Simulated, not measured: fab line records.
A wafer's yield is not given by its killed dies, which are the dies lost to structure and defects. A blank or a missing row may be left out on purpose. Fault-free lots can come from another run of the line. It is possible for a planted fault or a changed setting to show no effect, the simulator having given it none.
Problem report in the 8D (eight disciplines) form, filled by code :: flow ritCmos :: the parts of the form that need people (team, actions taken, sign-off) are left out

## 1. THE ISSUE
Mean of runLengthS at RIT_NWELL_SOFTBAKE_02: 100.87 s across 6 wafers in 2 lots; on wafers with no fault it is 89.02 s (standard deviation 0.18). That is +66 standard deviations from the usual mean.
The step: time 60 s.
Earliest sighting: wafer L199.1 on lithoTrack-03 at day 4 06:55. The record holds 42 wafers of 14 lots with a number at this step. Rule for "out" (also "out of limits"): further than 4 standard deviations from the usual mean. All remaining wafers that have a number are taken as sound.

## 2. WHAT IT IS, WHAT IT ISN'T
question: which readings at this step
is: runLengthS
is not: -

question: which lots
is: L199, L200
is not: L188, L189, L191, L192, L193, L194, L196, L197, L206, L207, L208, L211

question: which wafers of those lots
is: all that have a number
is not: -

question: read on which tools
is: lithoTrack-03
is not: lithoTrack-02, lithoTrack-04

question: when
is: from day 4 06:55
is not: up to then (24 sound wafers); but 12 sound wafers of L206, L207, L208, L211 came after

## 3. THE SUSPECTS, EACH WITH WHAT RULES IT OUT
Counting: a tool at any process step up to the reading remains a suspect when it ran all the lots that are out and ran no sound lot after the first of those.
- lithoTrack-03 at RIT_NWELL_SOFTBAKE_02 (time 60 s): kept. It ran every lot that is out, first L199 (day 4 06:55), and no sound lot after that; its last sound lot up to then is L197 (day 3 17:53). Out on those wafers are its own readings of runLengthS.
After counting, what remains is lithoTrack-03 at RIT_NWELL_SOFTBAKE_02.

## 4. THE CAUSE (what the simulator had put in)
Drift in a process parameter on lithoTrack-03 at RIT_NWELL_SOFTBAKE_02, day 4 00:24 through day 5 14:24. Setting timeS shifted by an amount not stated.
After counting, this tool was the only one left.

## 5. THE CHAIN OF EFFECTS, in route order
Each row: a reading where the mean over the struck wafers with a number is more than 3 standard deviations away from the usual. Readings are gone through only where the record gives a usual standard deviation; hours: the median, over the lots, of the time from a lot's start at the first step in this table giving one to that lot's start at this step; sigmas: the change measured in usual standard deviations.
hours: 0
step: RIT_NWELL_SOFTBAKE_02
reading: runLengthS
usual: 89.02 s
on struck wafers: 100.87
change: +11.85
sigmas: +66
Here are the process steps it includes:
- RIT_NWELL_SOFTBAKE_02: time 60 s.

## 6. WHAT WOULD HAVE CAUGHT IT SOONER
In this record no reading fell out of limits until day 4 06:55, 7 hours after the fault had begun at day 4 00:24.
